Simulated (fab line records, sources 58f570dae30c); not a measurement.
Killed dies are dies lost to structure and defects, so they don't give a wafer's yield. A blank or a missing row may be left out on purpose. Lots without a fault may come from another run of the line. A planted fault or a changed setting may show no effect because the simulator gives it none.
Which tool did it? | flow berkeley_cmos170 | 7 lots, 21 wafers sampled, at 3 steps of a route of 331

WHAT THE GAUGES READ, wafer by wafer
UCB170_V2_THK_MEAS_01.
lot  | measured     | on            | V2_TEOS_THK (nm)
L793 | day 7 13:59  | film_metro-03 | 1912 1935 1962
L795 | day 8 03:06  | film_metro-03 | 1993 2002 2005
L797 | day 8 13:40  | film_metro-02 | 2006 2001 2044
L800 | day 8 23:43  | film_metro-02 | 1989 2001 1996
L803 | day 10 00:04 | film_metro-02 | 3931 3945 3974 3931 3947 3973
L804 | day 10 05:20 | film_metro-01 | 1987 2044 2020
L812 | day 11 20:44 | film_metro-02 | 3897 3989 3956 3896 3990 3956

WHICH TOOL RAN EACH LOT (tool, then ch and the chambers of the sampled wafers, then the start)
lot  | UCB170_V1_CMP_02             | UCB170_V2_CVD_00
L793 | cmp-02 ch 1,2,3, day 7 06:11 | pecvd-02 ch 0,1, day 7 13:50
L795 | cmp-02 ch 0,2, day 7 22:07   | pecvd-01 ch 0,1,2, day 8 02:56
L797 | cmp-02 ch 1,2,3, day 8 08:29 | pecvd-01 ch 1,2, day 8 13:30
L800 | cmp-02 ch 0,3, day 8 15:01   | pecvd-01 ch 0,1,2, day 8 23:33
L803 | cmp-02 ch 0,2,3, day 9 18:38 | pecvd-04 ch 1,2, day 9 23:34
L804 | cmp-02 ch 1,2,3, day 9 23:23 | pecvd-01 ch 0,1, day 10 05:10
L812 | cmp-02 ch 1,3, day 11 14:54  | pecvd-04 ch 0,1,2, day 11 20:14
- UCB170_V1_CMP_02: polishes SiO2.
- UCB170_V2_CVD_00: deposits SiO2 from TEOS/O2, target thk 2000 nm, time 250 s.

THE ANSWER, worked out from the rows above alone
Rule: what is usual is taken from the lots themselves. Put in order of their means at a reading, lots are off if they are a third of the lots or fewer, leave a main group of 4 or more, and stand apart from it by a gap of 3 or more times the standard deviation of the main group's means; of several such gaps the widest counts. A main group whose means are all the same, to the digits that the tables above print for the reading, isn't used. A lot without any number at a reading at which 4 lots or more have one is off too. The other lots that the step has rows for count as sound.
Off: L803, L812, at UCB170_V2_THK_MEAS_01 (V2_TEOS_THK). The main group: mean 1993 nm, standard deviation 30.
A tool fits if, at a process step before that reading, it ran every lot that is off, and no sound lot after the first of them. The gauges at UCB170_V2_THK_MEAS_01 are tried like those tools. Can't be told from this: 2 tools fit, pecvd-04 at UCB170_V2_CVD_00, film_metro-02 at UCB170_V2_THK_MEAS_01.

WHAT THE SIMULATOR HAD PUT IN
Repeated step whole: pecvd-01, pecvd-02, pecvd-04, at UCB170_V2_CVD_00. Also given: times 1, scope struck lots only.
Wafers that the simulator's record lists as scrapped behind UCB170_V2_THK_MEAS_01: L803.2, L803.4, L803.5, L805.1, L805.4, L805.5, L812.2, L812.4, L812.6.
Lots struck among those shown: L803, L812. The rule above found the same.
